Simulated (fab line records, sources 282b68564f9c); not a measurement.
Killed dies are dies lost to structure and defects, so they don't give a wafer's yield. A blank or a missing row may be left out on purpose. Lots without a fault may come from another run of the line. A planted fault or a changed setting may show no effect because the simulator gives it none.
Which tool did it? | flow rit_cmos | 7 lots, 21 wafers sampled, at 2 steps of a route of 202

WHAT THE GAUGES READ, wafer by wafer
RIT_SILICIDE_RS_MEAS_02: measures by four-point-probe.
lot  | measured    | on            | SILICIDE_TI_RS (ohm/sq)
L937 | day 3 07:41 | film_metro-04 | 51.6 50.6 51.0
L940 | day 4 00:37 | film_metro-01 | 51.1 50.6 50.4
L946 | day 5 10:10 | film_metro-01 | - - -
L948 | day 5 19:41 | film_metro-01 | - - -
L952 | day 6 17:22 | film_metro-01 | 50.4 49.7 50.4
L954 | day 7 06:50 | film_metro-01 | 49.7 49.3 49.5
L957 | day 7 14:22 | film_metro-04 | 50.8 50.4 51.5

WHICH TOOL RAN EACH LOT (tool, then ch and the chambers of the sampled wafers, then the start)
lot  | RIT_SILICIDE_SPUTTER_01
L937 | pvd_sputter-02, day 3 07:30
L940 | pvd_sputter-01, day 4 00:28
L946 | pvd_sputter-01, day 5 10:01
L948 | pvd_sputter-01, day 5 19:32
L952 | pvd_sputter-01, day 6 17:13
L954 | pvd_sputter-01, day 7 06:41
L957 | pvd_sputter-02, day 7 14:13
- RIT_SILICIDE_SPUTTER_01: material Ti, target thk 30 nm, time 240 s.

THE ANSWER, worked out from the rows above alone
Rule: what is usual is taken from the lots themselves. Put in order of their means at a reading, lots are off if they are a third of the lots or fewer, leave a main group of 4 or more, and stand apart from it by a gap of 3 or more times the standard deviation of the main group's means; of several such gaps the widest counts. A main group whose means are all the same, to the digits that the tables above print for the reading, isn't used. A lot without any number at a reading at which 4 lots or more have one is off too. The other lots that the step has rows for count as sound.
Off: L946, L948, at RIT_SILICIDE_RS_MEAS_02 (SILICIDE_TI_RS). Without a number there: L946, L948. The main group: mean 50.5 ohm/sq, standard deviation 0.57.
A tool fits if, at a process step before that reading, it ran every lot that is off, and no sound lot after the first of them. The gauges at RIT_SILICIDE_RS_MEAS_02 are tried like those tools. None of those tried fits.

WHAT THE SIMULATOR HAD PUT IN
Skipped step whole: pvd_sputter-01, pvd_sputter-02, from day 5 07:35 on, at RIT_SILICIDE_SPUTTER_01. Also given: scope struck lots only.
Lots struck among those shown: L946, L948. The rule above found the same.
